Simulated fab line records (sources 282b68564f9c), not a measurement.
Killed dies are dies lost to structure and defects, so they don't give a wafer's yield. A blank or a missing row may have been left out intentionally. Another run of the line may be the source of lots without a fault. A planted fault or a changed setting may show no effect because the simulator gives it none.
fab line records	flow rit_cmos
record: lots: 5	wafers: 15	last_day: 7
route steps=202 shown CONTACT@172 M1@184
lots with no fault: from the same line, run without faults
start_h: start of the lot's first displayed wafer, in hours after the record's first day	wait_h: hours from the lot's prior step to this one	" unchanged from the row above	L1.1+2: one row covering several wafers at once	- no value, or no start given	* or withheld: withheld	< > ~ a bound
route shown NAME@n: NAME is a module with steps in the file, n the number in the route of the first one	usual: mean/standard deviation taken from wafers without a fault	same: alike in all rows	chamber/n: place in a boat	sites: the reading at each site	_std_site: standard deviation of those values	_edge_site: inner sites' mean taken away from outer sites' mean	radius_mm: how far each site lies from the wafer's centre	mask NAME#n: copy n	behind: the most recent tool/chamber to have shaped the wafer	hold: why the lot was held/for how many hours/how that ended	device: transistor that didn't switch, given as n, p or np	end of line: at the end of the route, the tests of the same wafers	for a step that has no rows: nothing shown but its recipe	killed: not the wafer's yield, but the dies lost to structure and defects at the first sort	map: per-die view of a wafer (x killed, . not killed, _ where there is no die)
set.NAME: the setting as run; set.NAME@STEP: as run at that earlier step	model.NAME: the simulator's own value behind a step, which no gauge read
a table for each step, a row for each wafer; lots at some steps of the route
services: when a tool's chamber went out of use (start_h, in hours from the record's first day, below 0 if earlier), for how many hours, and the reason
== steps ==
step: RIT_CONTACT_SOFTBAKE_04
recipe: resist: NOVOLAK	temp_c: 90	time_s: 60
usual: exhaust_pa: 44.9/0.97
lot.wafer	tool	chamber	start_h	wait_h	exhaust_pa
L080.1	litho_track-04	0	83.04	0.1	44.3
L080.3	"	0	"	"	44.6
L080.6	"	0	"	"	44.2
L081.1	litho_track-02	0	92.18	0.1	47.0
L081.3	"	0	"	"	43.7
L081.4	"	0	"	"	46.7
L083.3	litho_track-03	0	101.31	0.1	44.7
L083.5	"	0	"	"	43.1
L083.6	"	0	"	"	44.8
L090.2	litho_track-04	0	137.03	0.1	44.5
L090.3	"	0	"	"	45.1
L090.6	"	0	"	"	45.0
L094.3	litho_track-04	0	156.82	0.1	45.1
L094.4	"	0	"	"	46.4
L094.6	"	0	"	"	45.3
step: RIT_CONTACT_EXPOSE_05
recipe: mask_id: M11	na: 0.6	source_shape: conventional	sigma_outer: 0.5	target_cd_nm: 1000	dose_mj: 250
lot.wafer	tool	chamber	start_h	wait_h	mask
L080.1+3+6	iline_stepper-01	0	83.32	0.2	M11#0
L081.1+3+4	iline_stepper-01	0	92.33	0.1	M11#0
L083.3+5+6	iline_stepper-02	0	101.58	0.2	M11#0
L090.2+3+6	iline_stepper-01	0	137.18	0.1	M11#0
L094.3+4+6	iline_stepper-02	0	156.97	0.1	M11#0
step: RIT_CONTACT_PEB_06
recipe: resist: NOVOLAK	temp_c: withheld	time_s: withheld
usual: exhaust_pa: 45.2/0.95
lot.wafer	tool	chamber	start_h	wait_h	exhaust_pa
L080.1	litho_track-04	0	83.44	0.1	45.1
L080.3	"	0	"	"	46.4
L080.6	"	0	"	"	45.7
L081.1	litho_track-02	0	92.45	0.1	45.1
L081.3	"	0	"	"	44.8
L081.4	"	0	"	"	44.1
L083.3	litho_track-04	0	101.70	0.1	44.8
L083.5	"	0	"	"	46.5
L083.6	"	0	"	"	46.5
L090.2	litho_track-04	0	137.30	0.1	45.6
L090.3	"	0	"	"	44.8
L090.6	"	0	"	"	46.0
L094.3	litho_track-04	0	157.10	0.1	43.4
L094.4	"	0	"	"	45.2
L094.6	"	0	"	"	42.6
step: RIT_CONTACT_DEVELOP_07
recipe: resist: NOVOLAK	develop_time_s: 120	dev_temp_c: 23
usual: exhaust_pa: 45.0/0.83
same: develop_time_s: 120
lot.wafer	tool	chamber	start_h	wait_h	exhaust_pa
L080.1	litho_track-04	0	-	-	44.3
L080.3	"	0	"	"	46.0
L080.6	"	0	"	"	44.5
L081.1	litho_track-02	0	-	-	45.2
L081.3	"	0	"	"	45.4
L081.4	"	0	"	"	44.4
L083.3	litho_track-04	0	-	-	44.6
L083.5	"	0	"	"	44.7
L083.6	"	0	"	"	45.1
L090.2	litho_track-04	0	-	-	42.5
L090.3	"	0	"	"	43.9
L090.6	"	0	"	"	44.7
L094.3	litho_track-04	0	-	-	44.0
L094.4	"	0	"	"	44.9
L094.6	"	0	"	"	43.2
step: RIT_CONTACT_CD_MEAS_08
recipe: target_cd_nm: 1000
usual: cd_nm: 999.7/2.4
lot.wafer	tool	chamber	start_h	wait_h	cd_nm
L080.1	cd_sem-02	-	83.84	-	1002.3
L080.3	"	-	"	"	1001.9
L080.6	"	-	"	"	1005.2
L081.1	cd_sem-02	-	92.85	-	1002.8
L081.3	"	-	"	"	1002.5
L081.4	"	-	"	"	1002.0
L083.3	cd_sem-02	-	102.10	-	999.7
L083.5	"	-	"	"	999.3
L083.6	"	-	"	"	998.4
L090.2	cd_sem-02	-	137.70	-	997.9
L090.3	"	-	"	"	997.5
L090.6	"	-	"	"	996.8
L094.3	cd_sem-01	-	157.49	-	999.4
L094.4	"	-	"	"	998.1
L094.6	"	-	"	"	1000.1
step: RIT_CONTACT_OVL_MEAS_09
usual: CONTACT_OVL: 0.2/1.3
lot.wafer	tool	chamber	start_h	wait_h	CONTACT_OVL[nm]
L080.1	overlay-01	-	83.96	0.1	1.3
L080.3	"	-	"	"	0.2
L080.6	"	-	"	"	-0.7
L081.1	overlay-02	-	92.97	0.1	-1.2
L081.3	"	-	"	"	-2.3
L081.4	"	-	"	"	-0.1
L083.3	overlay-01	-	102.19	0.1	0.6
L083.5	"	-	"	"	2.0
L083.6	"	-	"	"	1.5
L090.2	overlay-02	-	137.80	0.1	-0.3
L090.3	"	-	"	"	-0.4
L090.6	"	-	"	"	-1.5
L094.3	overlay-01	-	157.58	0.1	2.1
L094.4	"	-	"	"	-0.8
L094.6	"	-	"	"	-0.3
step: RIT_CONTACT_HARDBAKE_10
recipe: resist: NOVOLAK	temp_c: 140	time_s: 60
usual: exhaust_pa: 45.0/0.87
lot.wafer	tool	chamber	start_h	wait_h	exhaust_pa
L080.1	litho_track-04	0	83.99	0.0	46.3
L080.3	"	0	"	"	44.1
L080.6	"	0	"	"	44.4
L081.1	litho_track-04	0	93.00	0.0	45.1
L081.3	"	0	"	"	45.7
L081.4	"	0	"	"	44.1
L083.3	litho_track-03	0	102.26	0.1	45.3
L083.5	"	0	"	"	45.6
L083.6	"	0	"	"	44.1
L090.2	litho_track-04	0	137.86	0.0	44.7
L090.3	"	0	"	"	45.5
L090.6	"	0	"	"	44.9
L094.3	litho_track-04	0	157.65	0.1	44.6
L094.4	"	0	"	"	44.2
L094.6	"	0	"	"	45.4
step: RIT_CONTACT_ETCH_11
recipe: target_depth_a: 4800	over_etch_frac: 0.2	stop_on: TiSi2	chemistry: CHF3/CF4/Ar	target: SiO2	CHF3_flow_sccm: 50	cf4_flow_sccm: 10	Ar_flow_sccm: 100	O2_flow_sccm: 5	pressure_mtorr: 100	rf_w: 200	time_s: 320
usual: O2_flow_sccm: 4.998/0.017	chamber_pressure_mTorr: 100.00/0.076	drypump_motor_current_A: 5.8/0.41	oes_product_au: 0.991/0.02	throttle_valve_pct: 8.82/0.081
lot.wafer	tool	chamber	start_h	wait_h	O2_flow_sccm	chamber_pressure_mTorr	drypump_motor_current_A	oes_product_au	rf_hours_counter_h	throttle_valve_pct
L080.1	rie_diel-02	2	84.14	0.1	5.012	99.88	5.6	0.994	4	8.81
L080.3	"	3	"	"	5.025	100.04	5.7	0.987	132	8.71
L080.6	"	1	"	"	4.993	100.18	5.6	0.988	-	8.99
L081.1	rie_diel-03	0	93.15	0.1	5.017	100.10	5.6	1.014	5	8.82
L081.3	"	3	"	"	5.025	99.97	4.8	0.986	70	8.83
L081.4	"	3	"	"	5.026	99.91	4.9	0.989	-	8.84
L083.3	rie_diel-04	0	102.36	0.1	5.009	99.94	6.2	1.029	130	8.81
L083.5	"	0	"	"	4.998	100.11	6.2	1.020	-	8.81
L083.6	"	1	"	"	4.979	99.88	6.2	1.004	-	8.73
L090.2	rie_diel-03	0	137.98	0.1	5.018	99.92	5.6	1.019	6	8.82
L090.3	"	3	"	"	4.996	99.90	4.8	0.990	71	8.84
L090.6	"	0	"	"	5.016	99.91	5.6	1.009	-	8.83
L094.3	rie_diel-04	0	157.75	0.1	4.996	99.97	6.2	1.022	132	8.80
L094.4	"	3	"	"	5.007	99.89	5.7	0.971	31	8.93
L094.6	"	3	"	"	4.982	99.93	5.8	0.981	-	8.95
step: RIT_CONTACT_STRIP_12
recipe: chemistry: O2	time_s: 180	resist: NOVOLAK	platen_temp_c: withheld	power_w: 500	pressure_mtorr: 4000	o2_flow_sccm: 4000
usual: chamber_pressure_mTorr: 4000/3.5	drypump_motor_current_A: 5.9/0.37
lot.wafer	tool	chamber	start_h	wait_h	chamber_pressure_mTorr	drypump_motor_current_A	rf_hours_counter_h
L080.1	plasma_asher-02	1	84.34	0.1	4000	5.5	31
L080.3	"	0	"	"	3999	5.7	-
L080.6	"	1	"	"	3998	5.5	-
L081.1	plasma_asher-03	0	93.35	0.1	3997	6.4	47
L081.3	"	0	"	"	4004	6.4	-
L081.4	"	1	"	"	4000	5.7	-
L083.3	plasma_asher-03	0	102.61	0.2	4002	6.4	-
L083.5	"	1	"	"	4005	5.7	-
L083.6	"	0	"	"	3998	6.4	-
L090.2	plasma_asher-03	0	138.18	0.1	4004	6.4	52
L090.3	"	0	"	"	4002	6.4	-
L090.6	"	1	"	"	4000	5.7	-
L094.3	plasma_asher-04	0	158.00	0.2	4001	5.6	-
L094.4	"	1	"	"	4005	6.4	-
L094.6	"	1	"	"	4007	6.4	-
step: RIT_CONTACT_CD_MEAS_90
recipe: target_cd_nm: 1000
usual: cd_nm: 999.9/2.5
lot.wafer	tool	chamber	start_h	wait_h	cd_nm
L080.1	cd_sem-01	-	84.51	0.1	1001.9
L080.3	"	-	"	"	1001.9
L080.6	"	-	"	"	1006.0
L081.1	cd_sem-01	-	93.52	0.1	1003.3
L081.3	"	-	"	"	1002.7
L081.4	"	-	"	"	1002.3
L083.3	cd_sem-01	-	102.77	0.1	1000.2
L083.5	"	-	"	"	999.8
L083.6	"	-	"	"	998.6
L090.2	cd_sem-01	-	138.37	0.1	998.1
L090.3	"	-	"	"	997.5
L090.6	"	-	"	"	996.4
L094.3	cd_sem-01	-	158.16	0.1	999.5
L094.4	"	-	"	"	997.7
L094.6	"	-	"	"	999.6
step: RIT_CONTACT_CLEAN_13
recipe: chemistry: SC1	mix: 3:3:50	time_s: 600	temp_c: 75
usual: temp_c: 75.01/0.11
lot.wafer	tool	chamber	start_h	wait_h	temp_c
L080.1	wet_bench-01	3	84.63	0.1	75.06
L080.3	"	3	"	"	75.08
L080.6	"	3	"	"	74.99
L081.1	wet_bench-04	1	93.64	0.1	74.91
L081.3	"	1	"	"	74.85
L081.4	"	1	"	"	75.04
L083.3	wet_bench-03	1	102.85	0.1	74.96
L083.5	"	1	"	"	74.89
L083.6	"	1	"	"	74.91
L090.2	wet_bench-01	0	138.47	0.1	75.02
L090.3	"	0	"	"	75.13
L090.6	"	0	"	"	75.11
L094.3	wet_bench-03	1	158.24	0.1	74.86
L094.4	"	1	"	"	75.01
L094.6	"	1	"	"	74.97
step: RIT_CONTACT_CLEAN_14
recipe: chemistry: SC2	mix: 3:3:50	time_s: 600	temp_c: 75	dry: n2_spin
usual: temp_c: 75.00/0.11
lot.wafer	tool	chamber	start_h	wait_h	temp_c
L080.1	wet_bench-03	3	84.98	0.0	74.89
L080.3	"	3	"	"	74.98
L080.6	"	3	"	"	74.97
L081.1	wet_bench-03	1	93.82	0.0	75.01
L081.3	"	1	"	"	75.04
L081.4	"	1	"	"	75.10
L083.3	wet_bench-04	2	103.03	0.0	75.01
L083.5	"	2	"	"	74.97
L083.6	"	2	"	"	74.88
L090.2	wet_bench-03	1	138.65	0.0	74.90
L090.3	"	1	"	"	74.89
L090.6	"	1	"	"	75.05
L094.3	wet_bench-04	3	158.43	0.0	75.07
L094.4	"	3	"	"	74.87
L094.6	"	3	"	"	74.95
step: RIT_M1_SPUTTER_00
recipe: material: Al	target_thk_nm: 400	power_w: 2000	chamber_pressure_pa: 0.4	gas: Ar	time_s: 500	substrate_temp_c: 25
usual: throttle_valve_pct: 30.5/1.4
lot.wafer	tool	chamber	start_h	wait_h	throttle_valve_pct
L080.1	pvd_sputter-01	-	85.17	0.0	30.4
L080.3	"	-	"	"	29.6
L080.6	"	-	"	"	30.8
L081.1	pvd_sputter-01	-	94.01	0.0	30.4
L081.3	"	-	"	"	27.6
L081.4	"	-	"	"	30.8
L083.3	pvd_sputter-02	-	103.20	0.0	29.4
L083.5	"	-	"	"	29.6
L083.6	"	-	"	"	33.0
L090.2	pvd_sputter-02	-	138.84	0.0	29.5
L090.3	"	-	"	"	30.1
L090.6	"	-	"	"	31.3
L094.3	pvd_sputter-02	-	158.78	0.0	31.3
L094.4	"	-	"	"	29.9
L094.6	"	-	"	"	30.2
step: RIT_M1_RS_MEAS_01
recipe: thk_meas_gauge: four-point-probe	reads: Al_of_M1_SPUTTER_00
usual: M1_AL_RS: 0.0731/0.0011
lot.wafer	tool	chamber	start_h	wait_h	M1_AL_RS[ohm/sq]
L080.1	film_metro-01	-	85.47	0.1	0.0760
L080.3	"	-	"	"	0.0758
L080.6	"	-	"	"	0.0754
L081.1	film_metro-01	-	94.30	0.1	0.0732
L081.3	"	-	"	"	0.0736
L081.4	"	-	"	"	0.0726
L083.3	film_metro-03	-	103.53	0.2	0.0719
L083.5	"	-	"	"	0.0723
L083.6	"	-	"	"	0.0726
L090.2	film_metro-01	-	139.15	0.2	0.0733
L090.3	"	-	"	"	0.0735
L090.6	"	-	"	"	0.0714
L094.3	film_metro-01	-	159.12	0.2	0.0710
L094.4	"	-	"	"	0.0723
L094.6	"	-	"	"	0.0726
step: RIT_M1_THK_MEAS_02
recipe: thk_meas_gauge: xrf	reads: Al_of_M1_SPUTTER_00
usual: M1_AL_THK: 398/6.6
lot.wafer	tool	chamber	start_h	wait_h	M1_AL_THK[nm]
L080.1	film_metro-01	-	85.59	0.1	385
L080.3	"	-	"	"	386
L080.6	"	-	"	"	385
L081.1	film_metro-01	-	94.42	0.1	399
L081.3	"	-	"	"	397
L081.4	"	-	"	"	398
L083.3	film_metro-03	-	103.63	0.1	405
L083.5	"	-	"	"	404
L083.6	"	-	"	"	403
L090.2	film_metro-01	-	139.26	0.1	397
L090.3	"	-	"	"	393
L090.6	"	-	"	"	407
L094.3	film_metro-01	-	159.22	0.1	413
L094.4	"	-	"	"	403
L094.6	"	-	"	"	401
step: RIT_M1_HMDS_03
recipe: prime_time_s: 60	prime_temp_c: 140
usual: exhaust_pa: 45.1/0.96
lot.wafer	tool	chamber	start_h	wait_h	exhaust_pa
L080.1	litho_track-03	0	85.65	0.1	43.9
L080.3	"	0	"	"	43.6
L080.6	"	0	"	"	43.7
L081.1	litho_track-04	0	94.48	0.1	45.2
L081.3	"	0	"	"	45.7
L081.4	"	0	"	"	46.6
L083.3	litho_track-04	0	103.72	0.1	44.2
L083.5	"	0	"	"	46.5
L083.6	"	0	"	"	44.6
L090.2	litho_track-03	0	139.34	0.1	45.6
L090.3	"	0	"	"	47.0
L090.6	"	0	"	"	46.0
L094.3	litho_track-04	0	159.31	0.1	44.9
L094.4	"	0	"	"	44.5
L094.6	"	0	"	"	45.7
step: RIT_M1_COAT_04
recipe: resist: NOVOLAK	spin_rpm: 2000	resist_thk_nm: 1325
usual: exhaust_pa: 45.0/0.84	spin_speed_rpm: 2000.0/1.6
lot.wafer	tool	chamber	start_h	wait_h	exhaust_pa	spin_speed_rpm
L080.1	litho_track-03	0	85.80	0.1	44.3	2001.7
L080.3	"	0	"	"	44.7	2001.1
L080.6	"	0	"	"	43.8	2000.6
L081.1	litho_track-04	0	94.63	0.1	46.0	1995.5
L081.3	"	0	"	"	45.5	1999.1
L081.4	"	0	"	"	46.1	1998.8
L083.3	litho_track-04	0	103.87	0.1	45.5	2001.7
L083.5	"	0	"	"	45.0	2002.4
L083.6	"	0	"	"	45.7	1999.2
L090.2	litho_track-03	0	139.49	0.1	44.5	2001.8
L090.3	"	0	"	"	45.0	2000.3
L090.6	"	0	"	"	44.8	2000.4
L094.3	litho_track-04	0	159.46	0.1	45.4	1997.4
L094.4	"	0	"	"	45.2	2001.9
L094.6	"	0	"	"	45.9	2001.0
step: RIT_M1_SOFTBAKE_05
recipe: resist: NOVOLAK	temp_c: 90	time_s: 60
usual: exhaust_pa: 45.1/0.82
lot.wafer	tool	chamber	start_h	wait_h	exhaust_pa
L080.1	litho_track-03	0	85.95	0.1	46.6
L080.3	"	0	"	"	46.7
L080.6	"	0	"	"	45.8
L081.1	litho_track-04	0	94.78	0.1	44.9
L081.3	"	0	"	"	44.4
L081.4	"	0	"	"	44.2
L083.3	litho_track-04	0	104.02	0.1	44.4
L083.5	"	0	"	"	45.5
L083.6	"	0	"	"	45.3
L090.2	litho_track-03	0	139.64	0.1	44.8
L090.3	"	0	"	"	44.1
L090.6	"	0	"	"	44.0
L094.3	litho_track-04	0	159.61	0.1	44.4
L094.4	"	0	"	"	44.9
L094.6	"	0	"	"	44.8
step: RIT_M1_EXPOSE_06
recipe: mask_id: M12	na: 0.6	source_shape: conventional	sigma_outer: 0.5	target_cd_nm: 2600	dose_mj: 250
lot.wafer	tool	chamber	start_h	wait_h	mask
L080.1+3+6	iline_stepper-01	0	86.10	0.1	M12#0
L081.1+3+4	iline_stepper-01	0	94.93	0.1	M12#0
L083.3+5+6	iline_stepper-02	0	104.16	0.1	M12#0
L090.2+3+6	iline_stepper-01	0	139.78	0.1	M12#0
L094.3+4+6	iline_stepper-02	0	159.87	0.2	M12#0
step: RIT_M1_PEB_07
recipe: resist: NOVOLAK	temp_c: withheld	time_s: withheld
usual: exhaust_pa: 45.1/0.81
lot.wafer	tool	chamber	start_h	wait_h	exhaust_pa
L080.1	litho_track-01	0	86.21	0.1	45.0
L080.3	"	0	"	"	45.6
L080.6	"	0	"	"	45.6
L081.1	litho_track-03	0	95.05	0.1	45.6
L081.3	"	0	"	"	45.5
L081.4	"	0	"	"	45.6
L083.3	litho_track-04	0	104.29	0.1	46.2
L083.5	"	0	"	"	47.5
L083.6	"	0	"	"	45.6
L090.2	litho_track-04	0	139.90	0.1	45.5
L090.3	"	0	"	"	45.0
L090.6	"	0	"	"	45.0
L094.3	litho_track-03	0	160.00	0.1	45.0
L094.4	"	0	"	"	44.1
L094.6	"	0	"	"	45.1
step: RIT_M1_DEVELOP_08
recipe: resist: NOVOLAK	develop_time_s: 68	dev_temp_c: 23
usual: exhaust_pa: 45.2/0.81
same: develop_time_s: 68
lot.wafer	tool	chamber	start_h	wait_h	exhaust_pa
L080.1	litho_track-01	0	-	-	46.4
L080.3	"	0	"	"	46.5
L080.6	"	0	"	"	45.1
L081.1	litho_track-03	0	-	-	45.6
L081.3	"	0	"	"	46.1
L081.4	"	0	"	"	46.5
L083.3	litho_track-04	0	-	-	44.9
L083.5	"	0	"	"	46.0
L083.6	"	0	"	"	45.4
L090.2	litho_track-04	0	-	-	43.7
L090.3	"	0	"	"	44.6
L090.6	"	0	"	"	45.6
L094.3	litho_track-03	0	-	-	45.8
L094.4	"	0	"	"	46.1
L094.6	"	0	"	"	46.9
step: RIT_M1_CD_MEAS_09
recipe: target_cd_nm: 2600
usual: cd_nm: 2600.3/2.2
lot.wafer	tool	chamber	start_h	wait_h	cd_nm
L080.1	cd_sem-02	-	86.53	-	2601.6
L080.3	"	-	"	"	2600.9
L080.6	"	-	"	"	2599.1
L081.1	cd_sem-01	-	95.36	-	2601.1
L081.3	"	-	"	"	2600.4
L081.4	"	-	"	"	2601.0
L083.3	cd_sem-01	-	104.60	-	2600.6
L083.5	"	-	"	"	2598.4
L083.6	"	-	"	"	2602.1
L090.2	cd_sem-02	-	140.21	-	2598.1
L090.3	"	-	"	"	2600.3
L090.6	"	-	"	"	2598.0
L094.3	cd_sem-02	-	160.30	-	2600.9
L094.4	"	-	"	"	2598.3
L094.6	"	-	"	"	2598.9
step: RIT_M1_OVL_MEAS_10
usual: M1_OVL: 0.7/1.2
lot.wafer	tool	chamber	start_h	wait_h	M1_OVL[nm]
L080.1	overlay-01	-	86.65	0.1	1.4
L080.3	"	-	"	"	1.5
L080.6	"	-	"	"	0.4
L081.1	overlay-01	-	95.48	0.1	3.5
L081.3	"	-	"	"	3.0
L081.4	"	-	"	"	2.8
L083.3	overlay-01	-	104.69	0.1	0.8
L083.5	"	-	"	"	-0.6
L083.6	"	-	"	"	-1.2
L090.2	overlay-02	-	140.32	0.1	0.5
L090.3	"	-	"	"	0.4
L090.6	"	-	"	"	0.1
L094.3	overlay-02	-	160.39	0.1	-2.0
L094.4	"	-	"	"	0.2
L094.6	"	-	"	"	0.3
step: RIT_M1_HARDBAKE_11
recipe: resist: NOVOLAK	temp_c: 140	time_s: 120
usual: exhaust_pa: 45.2/0.94
lot.wafer	tool	chamber	start_h	wait_h	exhaust_pa
L080.1	litho_track-01	0	86.68	0.0	45.8
L080.3	"	0	"	"	46.0
L080.6	"	0	"	"	45.9
L081.1	litho_track-04	0	95.52	0.0	44.0
L081.3	"	0	"	"	44.2
L081.4	"	0	"	"	44.1
L083.3	litho_track-04	0	104.80	0.1	44.7
L083.5	"	0	"	"	45.8
L083.6	"	0	"	"	46.6
L090.2	litho_track-01	0	140.42	0.1	45.7
L090.3	"	0	"	"	44.4
L090.6	"	0	"	"	43.8
L094.3	litho_track-03	0	160.50	0.1	46.8
L094.4	"	0	"	"	45.2
L094.6	"	0	"	"	46.2
step: RIT_M1_METAL_ETCH_12
recipe: stop_on: SiO2	chemistry: Cl2/BCl3	target: Al	time_s: 165	over_etch_frac: 0.5	pressure_mtorr: 100	target_depth_a: 6000	rf_w: 250	Cl2_flow_sccm: 60	bcl3_flow_sccm: 50
usual: chamber_pressure_mTorr: 100.01/0.1	drypump_motor_current_A: 5.5/0.34	oes_product_au: 0.776/0.015	throttle_valve_pct: 8.34/0.17
lot.wafer	tool	chamber	start_h	wait_h	chamber_pressure_mTorr	drypump_motor_current_A	oes_product_au	rf_hours_counter_h	throttle_valve_pct
L080.1	rie_metal-01	0	86.93	0.2	99.80	5.6	0.778	1	8.48
L080.3	"	0	"	"	99.90	5.6	0.779	-	8.49
L080.6	"	1	"	"	100.08	5.1	0.764	-	8.61
L081.1	rie_metal-02	1	95.77	0.2	100.12	5.1	0.766	4	8.19
L081.3	"	0	"	"	99.94	5.6	0.763	-	8.23
L081.4	"	1	"	"	99.94	5.1	0.766	-	8.21
L083.3	rie_metal-01	1	105.02	0.2	100.00	5.0	0.789	-	8.60
L083.5	"	0	"	"	100.04	5.6	0.803	-	8.48
L083.6	"	1	"	"	100.05	5.0	0.787	-	8.61
L090.2	rie_metal-02	0	140.63	0.2	99.96	5.7	0.774	5	8.22
L090.3	"	1	"	"	100.07	5.1	0.752	-	8.18
L090.6	"	0	"	"	100.04	5.7	0.776	-	8.24
L094.3	rie_metal-04	0	160.74	0.2	100.03	5.9	0.790	-	8.13
L094.4	"	1	"	"	100.14	5.8	0.770	-	8.29
L094.6	"	0	"	"	99.88	5.9	0.777	-	8.14
step: RIT_M1_STRIP_13
recipe: chemistry: nmp	resist: NOVOLAK	temp_c: 80	time_s: 616.9	dry: n2_spin
usual: temp_c: 79.99/0.13
lot.wafer	tool	chamber	start_h	wait_h	temp_c
L080.1	wet_bench-02	1	87.10	0.1	80.00
L080.3	"	1	"	"	80.08
L080.6	"	1	"	"	79.80
L081.1	wet_bench-02	2	95.93	0.1	80.03
L081.3	"	2	"	"	79.97
L081.4	"	2	"	"	80.13
L083.3	wet_bench-02	3	105.13	0.1	80.04
L083.5	"	3	"	"	80.24
L083.6	"	3	"	"	80.04
L090.2	wet_bench-03	2	140.79	0.1	79.97
L090.3	"	2	"	"	80.09
L090.6	"	2	"	"	80.09
L094.3	wet_bench-03	3	160.88	0.1	80.10
L094.4	"	3	"	"	80.03
L094.6	"	3	"	"	79.94
step: RIT_M1_STRIP_14
recipe: chemistry: O2	time_s: 180	platen_temp_c: withheld	power_w: 500	pressure_mtorr: 4000	o2_flow_sccm: 4000
usual: chamber_pressure_mTorr: 4000/3.8	drypump_motor_current_A: 6.0/0.35
lot.wafer	tool	chamber	start_h	wait_h	chamber_pressure_mTorr	drypump_motor_current_A	rf_hours_counter_h
L080.1	plasma_asher-04	0	87.27	0.0	4005	5.6	44
L080.3	"	1	"	"	4002	6.4	-
L080.6	"	1	"	"	4002	6.4	-
L081.1	plasma_asher-04	0	96.10	0.0	4001	5.6	45
L081.3	"	1	"	"	4001	6.4	-
L081.4	"	0	"	"	4004	5.6	-
L083.3	plasma_asher-03	1	105.36	0.1	4004	5.7	-
L083.5	"	1	"	"	4002	5.7	-
L083.6	"	0	"	"	3992	6.4	-
L090.2	plasma_asher-03	0	140.98	0.0	3996	6.4	52
L090.3	"	1	"	"	3997	5.7	-
L090.6	"	0	"	"	4000	6.4	-
L094.3	plasma_asher-04	1	161.13	0.1	4000	6.4	-
L094.4	"	0	"	"	4007	5.6	-
L094.6	"	1	"	"	3998	6.4	-
step: RIT_M1_CD_MEAS_90
recipe: target_cd_nm: 2600
usual: cd_nm: 2600.7/2.9
lot.wafer	tool	chamber	start_h	wait_h	cd_nm
L080.1	cd_sem-01	-	87.45	0.1	2601.7
L080.3	"	-	"	"	2600.3
L080.6	"	-	"	"	2601.1
L081.1	cd_sem-01	-	96.28	0.1	2601.5
L081.3	"	-	"	"	2598.2
L081.4	"	-	"	"	2600.5
L083.3	cd_sem-01	-	105.52	0.1	2602.7
L083.5	"	-	"	"	2596.9
L083.6	"	-	"	"	2604.9
L090.2	cd_sem-02	-	141.18	0.1	2594.5
L090.3	"	-	"	"	2600.4
L090.6	"	-	"	"	2594.0
L094.3	cd_sem-02	-	161.35	0.2	2602.1
L094.4	"	-	"	"	2601.2
L094.6	"	-	"	"	2599.5
step: RIT_M1_ANNEAL_15
recipe: temp_c: 450	time_s: 1800	ambient: forming_gas_H2N2
lot.wafer	tool	chamber	start_h	wait_h
L080.1+3+6	furnace-02	0	87.57	0.1
L081.1+3+4	furnace-02	0	96.40	0.1
L083.3+5+6	furnace-02	0	105.60	0.1
L090.2+3+6	furnace-02	0	141.28	0.1
L094.3+4+6	furnace-02	0	161.43	0.1
step: RIT_M1_BOW_MEAS_16
recipe: mode: bow
usual: M1_BOW: 17/6.8
lot.wafer	tool	chamber	start_h	wait_h	M1_BOW[um]
L080.1	film_metro-04	-	89.07	0.0	29
L080.3	"	-	"	"	25
L080.6	"	-	"	"	30
L081.1	film_metro-03	-	97.90	0.0	23
L081.3	"	-	"	"	20
L081.4	"	-	"	"	14
L083.3	film_metro-03	-	107.14	0.0	13
L083.5	"	-	"	"	29
L083.6	"	-	"	"	11
L090.2	film_metro-04	-	142.80	0.0	15
L090.3	"	-	"	"	12
L090.6	"	-	"	"	15
L094.3	film_metro-01	-	162.97	0.0	17
L094.4	"	-	"	"	15
L094.6	"	-	"	"	13
== services ==
tool	chamber	start_h	hours	kind
plasma_asher-03	-	59.40	2.3	repair
pvd_sputter-01	-	60.96	3.0	repair
rie_diel-04	-	65.34	1.1	repair
rie_diel-03	1	81.72	18.8	repair
iline_stepper-02	0	81.90	-	calibration
iline_stepper-02	-	85.59	2.3	repair
rie_diel-02	0	86.29	11.5	repair
wet_bench-03	-	91.67	1.9	repair
pvd_sputter-02	-	92.19	3.7	repair
rie_diel-03	-	97.19	2.8	pm
rie_metal-04	-	101.68	1.4	pm
rie_diel-03	2	107.50	12.0	repair
rie_diel-02	-	108.33	0.2	repair
plasma_asher-04	-	108.75	9.0	pm
plasma_asher-04	0	108.75	9.0	vent_cycle
plasma_asher-04	1	108.75	9.0	vent_cycle
plasma_asher-04	0	117.75	-	clean
plasma_asher-04	1	117.75	-	clean
pvd_sputter-02	-	120.33	3.4	repair
iline_stepper-01	0	131.86	-	calibration
rie_metal-02	-	133.19	0.9	repair
rie_metal-04	-	136.12	20.0	pm
rie_metal-04	0	136.12	20.0	vent_cycle
rie_metal-02	1	144.10	2.5	repair
== key ==
fault none
